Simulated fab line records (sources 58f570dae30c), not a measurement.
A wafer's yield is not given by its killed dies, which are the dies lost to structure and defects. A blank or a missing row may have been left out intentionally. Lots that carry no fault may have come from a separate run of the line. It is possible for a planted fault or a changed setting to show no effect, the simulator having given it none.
Which tool did it? || flow berkeley cmos170 || 14 lots, 42 wafers sampled, at 7 steps of a route of 331

== WHAT EACH GAUGE READ, for each wafer ==
UCB170_GATE_CD_MEAS_90: the cd target is 350 nm. Usual: cd nm at 349.6 nm, with a standard deviation of 1.7.
{"lot": "L216", "measured": "day 6 13:19", "on": "cd sem-01", "cd nm (nm)": "352.1 352.4 352.6", "flag": ""}
{"lot": "L217", "measured": "day 6 23:12", "on": "cd sem-01", "cd nm (nm)": "349.5 348.7 348.1", "flag": ""}
{"lot": "L218", "measured": "day 7 00:49", "on": "cd sem-01", "cd nm (nm)": "349.3 351.1 351.8", "flag": ""}
{"lot": "L221", "measured": "day 7 23:16", "on": "cd sem-02", "cd nm (nm)": "347.9 345.3 346.5", "flag": ""}
{"lot": "L223", "measured": "day 8 06:46", "on": "cd sem-02", "cd nm (nm)": "350.7 352.0 351.4", "flag": ""}
{"lot": "L225", "measured": "day 8 07:09", "on": "cd sem-02", "cd nm (nm)": "350.7 351.9 351.7", "flag": ""}
{"lot": "L222", "measured": "day 8 07:19", "on": "cd sem-02", "cd nm (nm)": "351.0 351.0 350.8", "flag": ""}
{"lot": "L224", "measured": "day 8 07:23", "on": "cd sem-02", "cd nm (nm)": "348.9 349.8 349.0", "flag": ""}
{"lot": "L227", "measured": "day 9 01:01", "on": "cd sem-02", "cd nm (nm)": "347.6 346.5 346.6", "flag": ""}
{"lot": "L232", "measured": "day 10 02:37", "on": "cd sem-01", "cd nm (nm)": "349.6 350.9 350.6", "flag": ""}
{"lot": "L234", "measured": "day 10 08:14", "on": "cd sem-02", "cd nm (nm)": "350.3 348.9 350.4", "flag": ""}
{"lot": "L237", "measured": "day 10 14:07", "on": "cd sem-02", "cd nm (nm)": "345.9 345.5 345.6", "flag": ""}
{"lot": "L236", "measured": "day 10 14:07", "on": "cd sem-01", "cd nm (nm)": "347.9 348.4 347.3", "flag": ""}
{"lot": "L235", "measured": "day 10 14:12", "on": "cd sem-02", "cd nm (nm)": "350.0 349.9 349.8", "flag": ""}

UCB170_NLDD_OVL_MEAS_07. Usual: NLDD_OVL -3 nm, standard deviation 4.9.
{"lot": "L216", "measured": "day 6 19:17", "on": "overlay-02", "NLDD_OVL (nm)": "-14 -7 -10", "flag": ""}
{"lot": "L217", "measured": "day 7 03:46", "on": "overlay-02", "NLDD_OVL (nm)": "-3 -7 -6", "flag": ""}
{"lot": "L218", "measured": "day 7 04:32", "on": "overlay-02", "NLDD_OVL (nm)": "-5 -7 3", "flag": ""}
{"lot": "L221", "measured": "day 8 02:42", "on": "overlay-02", "NLDD_OVL (nm)": "-4 -4 -2", "flag": ""}
{"lot": "L223", "measured": "day 8 11:14", "on": "overlay-01", "NLDD_OVL (nm)": "0 -1 5", "flag": ""}
{"lot": "L225", "measured": "day 8 11:22", "on": "overlay-02", "NLDD_OVL (nm)": "5 0 4", "flag": ""}
{"lot": "L222", "measured": "day 8 12:07", "on": "overlay-01", "NLDD_OVL (nm)": "0 1 -1", "flag": ""}
{"lot": "L224", "measured": "day 8 12:39", "on": "overlay-01", "NLDD_OVL (nm)": "-1 3 9", "flag": ""}
{"lot": "L227", "measured": "day 9 04:55", "on": "overlay-02", "NLDD_OVL (nm)": "5 -4 6", "flag": ""}
{"lot": "L232", "measured": "day 10 06:27", "on": "overlay-02", "NLDD_OVL (nm)": "-6 -5 -9", "flag": ""}
{"lot": "L234", "measured": "day 10 11:53", "on": "overlay-01", "NLDD_OVL (nm)": "2 2 5", "flag": ""}
{"lot": "L237", "measured": "day 10 20:55", "on": "overlay-01", "NLDD_OVL (nm)": "-6 -5 -3", "flag": ""}
{"lot": "L236", "measured": "day 10 21:22", "on": "overlay-01", "NLDD_OVL (nm)": "-10 2 2", "flag": ""}
{"lot": "L235", "measured": "day 10 21:30", "on": "overlay-02", "NLDD_OVL (nm)": "-7 -3 -8", "flag": ""}

UCB170_NSD_CD_MEAS_06: the cd target is 1200 nm. Usual: cd nm at 1200.2 nm, with a standard deviation of 1.3.
{"lot": "L216", "measured": "day 7 03:31", "on": "cd sem-02", "cd nm (nm)": "1200.9 1201.9 1201.6", "flag": ""}
{"lot": "L217", "measured": "day 7 13:37", "on": "cd sem-02", "cd nm (nm)": "1198.8 1200.4 1200.5", "flag": ""}
{"lot": "L218", "measured": "day 7 13:59", "on": "cd sem-02", "cd nm (nm)": "1199.8 1201.1 1198.6", "flag": ""}
{"lot": "L221", "measured": "day 8 11:38", "on": "cd sem-02", "cd nm (nm)": "1202.1 1202.1 1202.5", "flag": ""}
{"lot": "L223", "measured": "day 8 18:53", "on": "cd sem-02", "cd nm (nm)": "1198.4 1199.3 1198.6", "flag": ""}
{"lot": "L225", "measured": "day 8 19:43", "on": "cd sem-02", "cd nm (nm)": "1200.0 1200.0 1199.4", "flag": ""}
{"lot": "L222", "measured": "day 8 19:13", "on": "cd sem-02", "cd nm (nm)": "1199.4 1199.1 1200.0", "flag": ""}
{"lot": "L224", "measured": "day 8 19:50", "on": "cd sem-02", "cd nm (nm)": "1198.6 1198.1 1198.7", "flag": ""}
{"lot": "L227", "measured": "day 9 14:38", "on": "cd sem-02", "cd nm (nm)": "1201.9 1200.9 1200.9", "flag": ""}
{"lot": "L232", "measured": "day 10 15:20", "on": "cd sem-02", "cd nm (nm)": "1200.5 1200.2 1200.3", "flag": ""}
{"lot": "L234", "measured": "day 11 00:08", "on": "cd sem-01", "cd nm (nm)": "1202.7 1202.8 1203.0", "flag": ""}
{"lot": "L237", "measured": "day 11 04:21", "on": "cd sem-01", "cd nm (nm)": "1200.9 1201.9 1201.4", "flag": ""}
{"lot": "L236", "measured": "day 11 04:05", "on": "cd sem-02", "cd nm (nm)": "1201.1 1198.6 1200.5", "flag": ""}
{"lot": "L235", "measured": "day 11 04:27", "on": "cd sem-02", "cd nm (nm)": "1196.7 1198.1 1196.2", "flag": ""}

UCB170_SDANNEAL_RS_MEAS_02: measurement is done with a four-point probe. Usual: PSD_RS 73.7 ohm/sq, standard deviation 0.34.
{"lot": "L216", "measured": "day 7 05:46", "on": "film metro-03", "PSD_RS (ohm/sq)": "73.9 73.3 73.6", "flag": ""}
{"lot": "L217", "measured": "day 7 15:12", "on": "film metro-01", "PSD_RS (ohm/sq)": "74.2 74.7 74.2", "flag": ""}
{"lot": "L218", "measured": "day 7 15:52", "on": "film metro-01", "PSD_RS (ohm/sq)": "74.7 74.0 73.8", "flag": ""}
{"lot": "L221", "measured": "day 8 13:13", "on": "film metro-03", "PSD_RS (ohm/sq)": "73.2 73.4 73.4", "flag": ""}
{"lot": "L223", "measured": "day 8 20:35", "on": "film metro-01", "PSD_RS (ohm/sq)": "74.0 73.7 73.7", "flag": ""}
{"lot": "L225", "measured": "day 8 21:14", "on": "film metro-01", "PSD_RS (ohm/sq)": "73.7 73.7 73.5", "flag": ""}
{"lot": "L222", "measured": "day 8 20:51", "on": "film metro-03", "PSD_RS (ohm/sq)": "74.1 74.1 74.2", "flag": ""}
{"lot": "L224", "measured": "day 8 21:34", "on": "film metro-03", "PSD_RS (ohm/sq)": "74.0 73.9 74.2", "flag": ""}
{"lot": "L227", "measured": "day 9 16:35", "on": "film metro-02", "PSD_RS (ohm/sq)": "73.5 73.4 73.7", "flag": ""}
{"lot": "L232", "measured": "day 10 17:41", "on": "film metro-02", "PSD_RS (ohm/sq)": "73.3 73.4 73.3", "flag": ""}
{"lot": "L234", "measured": "day 11 02:08", "on": "film metro-01", "PSD_RS (ohm/sq)": "82.5 81.9 82.2", "flag": "OFF"}
{"lot": "L237", "measured": "day 11 05:50", "on": "film metro-02", "PSD_RS (ohm/sq)": "73.5 74.1 73.3", "flag": ""}
{"lot": "L236", "measured": "day 11 05:35", "on": "film metro-03", "PSD_RS (ohm/sq)": "73.5 73.6 73.8", "flag": ""}
{"lot": "L235", "measured": "day 11 06:11", "on": "film metro-01", "PSD_RS (ohm/sq)": "81.4 81.3 81.3", "flag": "OFF"}

UCB170_SDANNEAL_RS_MEAS_03: measurement is done with a four-point probe. Usual: NSD_RS 37.15 ohm/sq, standard deviation 0.097.
{"lot": "L216", "measured": "day 7 05:53", "on": "film metro-03", "NSD_RS (ohm/sq)": "37.24 37.13 37.23", "flag": ""}
{"lot": "L217", "measured": "day 7 15:19", "on": "film metro-01", "NSD_RS (ohm/sq)": "37.32 37.21 37.35", "flag": ""}
{"lot": "L218", "measured": "day 7 15:59", "on": "film metro-01", "NSD_RS (ohm/sq)": "37.24 37.11 37.15", "flag": ""}
{"lot": "L221", "measured": "day 8 13:20", "on": "film metro-03", "NSD_RS (ohm/sq)": "37.26 37.09 37.22", "flag": ""}
{"lot": "L223", "measured": "day 8 20:43", "on": "film metro-01", "NSD_RS (ohm/sq)": "37.22 37.26 37.32", "flag": ""}
{"lot": "L225", "measured": "day 8 21:22", "on": "film metro-01", "NSD_RS (ohm/sq)": "37.09 37.05 37.09", "flag": ""}
{"lot": "L222", "measured": "day 8 20:58", "on": "film metro-03", "NSD_RS (ohm/sq)": "37.12 37.14 37.17", "flag": ""}
{"lot": "L224", "measured": "day 8 21:41", "on": "film metro-03", "NSD_RS (ohm/sq)": "37.17 37.24 37.17", "flag": ""}
{"lot": "L227", "measured": "day 9 16:43", "on": "film metro-02", "NSD_RS (ohm/sq)": "37.11 37.04 37.09", "flag": ""}
{"lot": "L232", "measured": "day 10 17:49", "on": "film metro-02", "NSD_RS (ohm/sq)": "37.02 37.01 37.02", "flag": ""}
{"lot": "L234", "measured": "day 11 02:15", "on": "film metro-01", "NSD_RS (ohm/sq)": "38.51 38.45 38.42", "flag": "OFF"}
{"lot": "L237", "measured": "day 11 05:58", "on": "film metro-02", "NSD_RS (ohm/sq)": "37.16 37.09 37.01", "flag": ""}
{"lot": "L236", "measured": "day 11 05:43", "on": "film metro-03", "NSD_RS (ohm/sq)": "37.15 37.17 37.14", "flag": ""}
{"lot": "L235", "measured": "day 11 06:18", "on": "film metro-01", "NSD_RS (ohm/sq)": "38.34 38.35 38.39", "flag": "OFF"}

UCB170_SDANNEAL_RS_MEAS_04: measurement is done with a four-point probe. Usual: PLDD_RS 1031.3 ohm/sq, standard deviation 2.7.
{"lot": "L216", "measured": "day 7 06:00", "on": "film metro-03", "PLDD_RS (ohm/sq)": "1033.7 1029.8 1032.0", "flag": ""}
{"lot": "L217", "measured": "day 7 15:26", "on": "film metro-01", "PLDD_RS (ohm/sq)": "1032.7 1036.1 1031.7", "flag": ""}
{"lot": "L218", "measured": "day 7 16:07", "on": "film metro-01", "PLDD_RS (ohm/sq)": "1031.0 1031.9 1034.0", "flag": ""}
{"lot": "L221", "measured": "day 8 13:27", "on": "film metro-03", "PLDD_RS (ohm/sq)": "1031.0 1033.3 1028.9", "flag": ""}
{"lot": "L223", "measured": "day 8 20:50", "on": "film metro-01", "PLDD_RS (ohm/sq)": "1028.8 1029.5 1032.4", "flag": ""}
{"lot": "L225", "measured": "day 8 21:29", "on": "film metro-01", "PLDD_RS (ohm/sq)": "1034.2 1033.1 1036.1", "flag": ""}
{"lot": "L222", "measured": "day 8 21:05", "on": "film metro-03", "PLDD_RS (ohm/sq)": "1034.0 1033.6 1031.7", "flag": ""}
{"lot": "L224", "measured": "day 8 21:49", "on": "film metro-03", "PLDD_RS (ohm/sq)": "1035.2 1034.1 1032.6", "flag": ""}
{"lot": "L227", "measured": "day 9 16:50", "on": "film metro-02", "PLDD_RS (ohm/sq)": "1030.4 1033.2 1027.7", "flag": ""}
{"lot": "L232", "measured": "day 10 17:56", "on": "film metro-02", "PLDD_RS (ohm/sq)": "1033.4 1031.4 1030.0", "flag": ""}
{"lot": "L234", "measured": "day 11 02:22", "on": "film metro-01", "PLDD_RS (ohm/sq)": "1041.3 1040.1 1039.3", "flag": "OFF"}
{"lot": "L237", "measured": "day 11 06:05", "on": "film metro-02", "PLDD_RS (ohm/sq)": "1024.4 1029.4 1028.6", "flag": ""}
{"lot": "L236", "measured": "day 11 05:50", "on": "film metro-03", "PLDD_RS (ohm/sq)": "1028.1 1029.2 1030.7", "flag": ""}
{"lot": "L235", "measured": "day 11 06:25", "on": "film metro-01", "PLDD_RS (ohm/sq)": "1040.1 1038.2 1039.9", "flag": "OFF"}

== TOOL THAT RAN EACH LOT (tool first, then ch and the chambers of the sampled wafers, then the start) ==
{"lot": "L216", "UCB170_SDANNEAL_RTA_01": "rtp anneal-02 ch 0, day 7 05:42"}
{"lot": "L217", "UCB170_SDANNEAL_RTA_01": "rtp anneal-01 ch 0, day 7 15:08"}
{"lot": "L218", "UCB170_SDANNEAL_RTA_01": "rtp anneal-02 ch 0, day 7 15:48"}
{"lot": "L221", "UCB170_SDANNEAL_RTA_01": "rtp anneal-01 ch 0, day 8 13:09"}
{"lot": "L223", "UCB170_SDANNEAL_RTA_01": "rtp anneal-02 ch 0, day 8 20:32"}
{"lot": "L225", "UCB170_SDANNEAL_RTA_01": "rtp anneal-02 ch 0, day 8 21:11"}
{"lot": "L222", "UCB170_SDANNEAL_RTA_01": "rtp anneal-01 ch 0, day 8 20:46"}
{"lot": "L224", "UCB170_SDANNEAL_RTA_01": "rtp anneal-01 ch 0, day 8 21:22"}
{"lot": "L227", "UCB170_SDANNEAL_RTA_01": "rtp anneal-01 ch 0, day 9 16:31"}
{"lot": "L232", "UCB170_SDANNEAL_RTA_01": "rtp anneal-02 ch 0, day 10 17:37"}
{"lot": "L234", "UCB170_SDANNEAL_RTA_01": "rtp anneal-02 ch 0, day 11 02:01"}
{"lot": "L237", "UCB170_SDANNEAL_RTA_01": "rtp anneal-01 ch 0, day 11 05:45"}
{"lot": "L236", "UCB170_SDANNEAL_RTA_01": "rtp anneal-01 ch 0, day 11 05:32"}
{"lot": "L235", "UCB170_SDANNEAL_RTA_01": "rtp anneal-02 ch 0, day 11 06:01"}
- UCB170_SDANNEAL_RTA_01: time 5.237 s.

== WHAT THE TOOLS THEMSELVES READ (means of the sampled wafers that have a number; where no wafer has one, the mark that the record gives instead) ==
UCB170_SDANNEAL_RTA_01. Usual: lamp power pct 35.5 %, standard deviation 1.6; wafer_temp_C_max 1053.9, standard deviation 0.82.
{"lot": "L216", "tool": "rtp anneal-02", "lamp power pct (%)": 37.1, "wafer_temp_C_max": 1053.7, "flag": ""}
{"lot": "L217", "tool": "rtp anneal-01", "lamp power pct (%)": 33.9, "wafer_temp_C_max": 1053.5, "flag": ""}
{"lot": "L218", "tool": "rtp anneal-02", "lamp power pct (%)": 37.1, "wafer_temp_C_max": 1053.5, "flag": ""}
{"lot": "L221", "tool": "rtp anneal-01", "lamp power pct (%)": 33.9, "wafer_temp_C_max": 1054.5, "flag": ""}
{"lot": "L223", "tool": "rtp anneal-02", "lamp power pct (%)": 37.1, "wafer_temp_C_max": 1053.2, "flag": ""}
{"lot": "L225", "tool": "rtp anneal-02", "lamp power pct (%)": 37.1, "wafer_temp_C_max": 1053.8, "flag": ""}
{"lot": "L222", "tool": "rtp anneal-01", "lamp power pct (%)": 33.9, "wafer_temp_C_max": 1054.8, "flag": ""}
{"lot": "L224", "tool": "rtp anneal-01", "lamp power pct (%)": 33.9, "wafer_temp_C_max": 1054.5, "flag": ""}
{"lot": "L227", "tool": "rtp anneal-01", "lamp power pct (%)": 33.9, "wafer_temp_C_max": 1053.9, "flag": ""}
{"lot": "L232", "tool": "rtp anneal-02", "lamp power pct (%)": 37.0, "wafer_temp_C_max": 1053.6, "flag": ""}
{"lot": "L234", "tool": "rtp anneal-02", "lamp power pct (%)": 37.1, "wafer_temp_C_max": 1053.2, "flag": ""}
{"lot": "L237", "tool": "rtp anneal-01", "lamp power pct (%)": 33.9, "wafer_temp_C_max": 1054.1, "flag": ""}
{"lot": "L236", "tool": "rtp anneal-01", "lamp power pct (%)": 33.9, "wafer_temp_C_max": 1052.9, "flag": ""}
{"lot": "L235", "tool": "rtp anneal-02", "lamp power pct (%)": 37.1, "wafer_temp_C_max": 1053.3, "flag": ""}

== THE ANSWER, worked out from the rows above alone ==
Rule: a lot is off if the mean of its wafers that have a number lies more than 3 standard deviations from the usual mean. Also off: a lot with no number at a reading for which 4 or more lots have one. All remaining lots with rows at the step are treated as sound. The gauges are gone through in route order, then the tools' own readings, and for those a lot's mean is taken as printed above. At the first step where some lot is off, the reading lying furthest off is the one used; lots without a number count as furthest.
Off: L234, L235, at UCB170_SDANNEAL_RS_MEAS_02 (PSD_RS).
If a tool, at a process step before that reading, ran all the lots that are off and no sound lot after the first of them, it fits. The gauges at UCB170_SDANNEAL_RS_MEAS_02 are tried like those tools. Can't be told from this: 2 tools fit, rtp anneal-02 at UCB170_SDANNEAL_RTA_01, film metro-01 at UCB170_SDANNEAL_RS_MEAS_02.

== WHAT THE SIMULATOR PUT IN ==
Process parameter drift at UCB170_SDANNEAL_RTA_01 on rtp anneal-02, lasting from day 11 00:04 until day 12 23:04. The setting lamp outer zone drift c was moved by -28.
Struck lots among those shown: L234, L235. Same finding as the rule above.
